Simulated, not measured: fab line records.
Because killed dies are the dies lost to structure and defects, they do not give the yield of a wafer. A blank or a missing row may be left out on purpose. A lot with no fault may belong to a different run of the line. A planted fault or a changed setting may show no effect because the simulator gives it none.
Split-lot trial	flow rit_cmos	on a route of 202 steps: 5 lots, 23 wafers read

== ON THE SPLIT ==
At RIT_M1_SPUTTER_00 (material Al, target thk 400 nm, time 500 s), the setting power_w was moved away from the recipe's 2000 W on 6 of the 23 wafers read, by -9.4% to +4.7%. For the rest of the wafers, this setting stayed at what the recipe calls for.

== THE PATH FROM SPLIT TO READING: the file shows 1 step between them ==
- RIT_M1_RS_MEAS_01: measures by four-point-probe

== THE READING ==
M1_AL_THK, in nm, at RIT_M1_THK_MEAS_02 (measures by xrf). On this fab line, fault-free wafers typically give 401 nm with a standard deviation of 4 nm.

wafer	tool, chamber at the split	power_w as run, W	against the recipe	M1_AL_THK, nm	against lot-mates on the recipe
L075.1	pvd_sputter-04, -	2000	recipe	403	-
L075.3	pvd_sputter-04, -	2000	recipe	401	-
L075.6	pvd_sputter-04, -	2000	recipe	401	-
L077.1	pvd_sputter-02, -	1813	-9.4%	365	-35
L077.2	pvd_sputter-02, -	2000	recipe	398	-
L077.3	pvd_sputter-02, -	1813	-9.4%	361	-39
L077.4	pvd_sputter-02, -	2000	recipe	405	-
L077.6	pvd_sputter-02, -	2000	recipe	398	-
L081.1	pvd_sputter-02, -	2000	recipe	398	-
L081.2	pvd_sputter-02, -	2000	recipe	397	-
L081.4	pvd_sputter-02, -	2094	+4.7%	419	+22
L081.5	pvd_sputter-02, -	2094	+4.7%	414	+17
L081.6	pvd_sputter-02, -	2000	recipe	397	-
L082.1	pvd_sputter-02, -	2000	recipe	399	-
L082.2	pvd_sputter-02, -	1928	-3.6%	383	-14
L082.3	pvd_sputter-02, -	2000	recipe	393	-
L082.4	pvd_sputter-02, -	2000	recipe	398	-
L082.6	pvd_sputter-02, -	1928	-3.6%	384	-13
L085.1	pvd_sputter-02, -	2000	recipe	400	-
L085.3	pvd_sputter-02, -	2000	recipe	401	-
L085.4	pvd_sputter-02, -	2000	recipe	402	-
L085.5	pvd_sputter-02, -	2000	recipe	400	-
L085.6	pvd_sputter-02, -	2000	recipe	402	-

FIT RESULTS
A straight line over all 23 wafers: M1_AL_THK changes by +3.89 nm for each +1% of power_w; r = +0.98; the points scatter about the line by 2.7 nm.
The same after taking each lot's own level away (the mean of its wafers on the recipe; 23 wafers): +3.98 nm for each +1%; r = +0.99; scatter 2 nm.
According to that fit, moving power_w by its largest amount changes the reading by 37 nm.
From 396.7 to 401.7 nm: that is the span of the lots' own levels, equal to 1.2 times the standard deviation above.
The two slopes are in agreement: the lot-to-lot level therefore moves the slope only a little.
Check: with one of the wafers moved furthest among these (-9.4%) left out of the fit, the line predicts -38.1 nm for it against its lot-mates. Against them it came out at -35.3 nm.

== ADDITIONAL SPLITS CARRIED BY THESE WAFERS ==
Note: prior to the reading, these wafers also went through further splits. Each is held against what the fit with the lots' levels taken away leaves over:
other split on the same wafers	wafers away from the commonest value	r with M1_AL_THK (lot level and that fit taken away)
RIT_PLDD_COAT_01 spin_rpm	12	+0.06
RIT_SILICIDE_SPUTTER_01 time_s	9	+0.15
RIT_CONTACT_COAT_03 spin_rpm	8	-0.14
RIT_CONTACT_DEVELOP_07 develop_time_s	12	+0.15

== THE WHOLE CHAIN: every reading that the file lists as answering this split, in the file's order ==
step	what it does	reading	change (the file's fit)	r (the file's)
RIT_M1_SPUTTER_00	material Al, target thk 400 nm, time 500 s	Al_of_M1_SPUTTER_00.thk_nm (the simulator's own value, which no gauge read)	+3.95 nm for each +1% of the setting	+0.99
RIT_M1_RS_MEAS_01	measures by four-point-probe	M1_AL_RS	-0.000812 for each +1% of the setting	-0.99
RIT_M1_THK_MEAS_02	measures by xrf	M1_AL_THK	+3.99 for each +1% of the setting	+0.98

== FILE'S OWN FIT ==
M1_AL_THK changes by +3.99 nm for each +1% of power_w, r = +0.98.
